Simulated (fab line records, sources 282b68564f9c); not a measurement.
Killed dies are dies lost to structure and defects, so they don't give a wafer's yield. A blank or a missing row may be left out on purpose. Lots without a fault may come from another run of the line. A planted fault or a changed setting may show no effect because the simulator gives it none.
Which tool did it? | flow rit_cmos | 7 lots, 21 wafers sampled, at 2 steps of a route of 202

WHAT THE GAUGES READ, wafer by wafer
RIT_NSD_TW_MEAS_10.
lot  | measured    | on            | NSD_TW
L950 | day 3 09:07 | film_metro-02 | 3116 3110 3105
L952 | day 3 17:25 | film_metro-02 | 3130 3112 3120
L954 | day 4 05:00 | film_metro-04 | 3088 3090 3093
L956 | day 4 19:19 | film_metro-04 | 3101 3109 3091
L962 | day 6 16:04 | film_metro-02 | 3122 3118 3141
L963 | day 6 19:22 | film_metro-04 | 3096 3078 3068
L970 | day 7 20:23 | film_metro-04 | 2861 2858 2833

WHICH TOOL RAN EACH LOT (tool, then ch and the chambers of the sampled wafers, then the start)
lot  | RIT_NSD_IMPLANT_08
L950 | implanter-01 ch 0, day 3 08:47
L952 | implanter-03 ch 0, day 3 17:08
L954 | implanter-04 ch 0, day 4 04:43
L956 | implanter-01 ch 0, day 4 18:59
L962 | implanter-01 ch 0, day 6 15:47
L963 | implanter-01 ch 0, day 6 19:04
L970 | implanter-01 ch 0, day 7 20:04
- RIT_NSD_IMPLANT_08

THE ANSWER, worked out from the rows above alone
Rule: what is usual is taken from the lots themselves. Put in order of their means at a reading, lots are off if they are a third of the lots or fewer, leave a main group of 4 or more, and stand apart from it by a gap of 3 or more times the standard deviation of the main group's means; of several such gaps the widest counts. A main group whose means are all the same, to the digits that the tables above print for the reading, isn't used. A lot without any number at a reading at which 4 lots or more have one is off too. The other lots that the step has rows for count as sound.
Off: L970, at RIT_NSD_TW_MEAS_10 (NSD_TW). The main group: mean 3105, standard deviation 16.
A tool fits if, at a process step before that reading, it ran every lot that is off, and no sound lot after the first of them. The gauges at RIT_NSD_TW_MEAS_10 are tried like those tools. Can't be told from this: 2 tools fit, implanter-01 at RIT_NSD_IMPLANT_08, film_metro-04 at RIT_NSD_TW_MEAS_10.

WHAT THE SIMULATOR HAD PUT IN
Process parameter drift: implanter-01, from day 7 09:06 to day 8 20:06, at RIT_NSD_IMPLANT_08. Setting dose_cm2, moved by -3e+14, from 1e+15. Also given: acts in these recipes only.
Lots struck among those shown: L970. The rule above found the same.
